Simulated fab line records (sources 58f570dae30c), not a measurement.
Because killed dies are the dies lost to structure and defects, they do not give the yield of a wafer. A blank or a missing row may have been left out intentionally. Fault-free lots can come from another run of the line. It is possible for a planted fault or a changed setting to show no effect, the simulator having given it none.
Check for tools in common | flow berkeleyCmos170 | Sampled: 15 lots, 45 wafers

## WHY IT WAS OPENED
3 of 15 lots carry a flag on the reading PLDD_TW at UCB170_PLDD_TW_MEAS_11. No-fault wafers: 1012, standard deviation 5.4.
Rule: flag the lot when none of its wafers has a number, or when each of its wafers that has one lies beyond 4 standard deviations from that mean. All remaining lots are regarded as sound.

lot  | measured     | on           | PLDD_TW, wafer by wafer | flag
L247 | day 5 19:33  | filmMetro-04 | 1013 1011 1013          | 
L248 | day 6 06:34  | filmMetro-02 | 1019 1016 1020          | 
L249 | day 6 06:47  | filmMetro-02 | 1012 1022 1016          | 
L250 | day 6 17:31  | filmMetro-04 | 1008 1005 1009          | 
L251 | day 6 20:52  | filmMetro-02 | 1022 1017 1014          | 
L252 | day 7 08:32  | filmMetro-04 | 1008 1009 1006          | 
L253 | day 7 08:32  | filmMetro-03 | 1149 1151 1150          | FLAGGED
L254 | day 7 13:32  | filmMetro-02 | 1014 1018 1021          | 
L255 | day 7 13:33  | filmMetro-03 | 1153 1162 1151          | FLAGGED
L257 | day 8 16:53  | filmMetro-02 | 1148 1150 1155          | FLAGGED
L263 | day 9 07:52  | filmMetro-04 | 999 1003 1005           | 
L267 | day 10 08:44 | filmMetro-04 | 1013 1020 1011          | 
L266 | day 10 09:27 | filmMetro-03 | 1013 1007 1005          | 
L268 | day 10 09:43 | filmMetro-02 | 1014 1016 1025          | 
L270 | day 11 00:43 | filmMetro-04 | 1010 1013 1010          | 
On average the flagged lots' numbers are 1152, which is +140 against the usual, or +26 standard deviations.

## EACH LOT AND THE TOOL IT RAN ON
The record keeps 1 process step preceding the reading, out of 331 steps on the route. Each cell gives the tool, then ch followed by the chambers the sampled wafers passed through, then the start.
lot  | flag    | UCB170_PLDD_IMPLANT_08
L247 |         | implanter-03 ch 0, day 5 19:10
L248 |         | implanter-02 ch 0, day 6 06:10
L249 |         | implanter-03 ch 0, day 6 06:23
L250 |         | implanter-02 ch 0, day 6 17:07
L251 |         | implanter-04 ch 0, day 6 20:29
L252 |         | implanter-02 ch 0, day 7 08:09
L253 | FLAGGED | implanter-03 ch 0, day 7 07:49
L254 |         | implanter-02 ch 0, day 7 13:10
L255 | FLAGGED | implanter-04 ch 0, day 7 12:51
L257 | FLAGGED | implanter-03 ch 0, day 8 16:11
L263 |         | implanter-03 ch 0, day 9 07:29
L267 |         | implanter-03 ch 0, day 10 08:20
L266 |         | implanter-04 ch 0, day 10 09:04
L268 |         | implanter-03 ch 0, day 10 09:19
L270 |         | implanter-02 ch 0, day 11 00:20
These steps, and what they do:
- UCB170_PLDD_IMPLANT_08
- UCB170_PLDD_TW_MEAS_11

## FLAGGED OVER TOTAL, TOOL BY TOOL (the gauges that took the reading come last)
step                   | tool         | lots run | flagged | share of the flagged lots | sound lots run after its first flagged lot
UCB170_PLDD_IMPLANT_08 | implanter-02 | 5        | 0       | none                      | -
UCB170_PLDD_IMPLANT_08 | implanter-03 | 7        | 2       | some                      | 3 (L263,L267,L268)
UCB170_PLDD_IMPLANT_08 | implanter-04 | 3        | 1       | some                      | 1 (L266)
UCB170_PLDD_TW_MEAS_11 | filmMetro-02 | 6        | 1       | some                      | 1 (L268)
UCB170_PLDD_TW_MEAS_11 | filmMetro-03 | 3        | 2       | some                      | 1 (L266)
UCB170_PLDD_TW_MEAS_11 | filmMetro-04 | 6        | 0       | none                      | -

## WHAT THE TABLE PERMITS
No row of the table ran every flagged lot.

## WHAT THE SIMULATOR HAD PUT IN
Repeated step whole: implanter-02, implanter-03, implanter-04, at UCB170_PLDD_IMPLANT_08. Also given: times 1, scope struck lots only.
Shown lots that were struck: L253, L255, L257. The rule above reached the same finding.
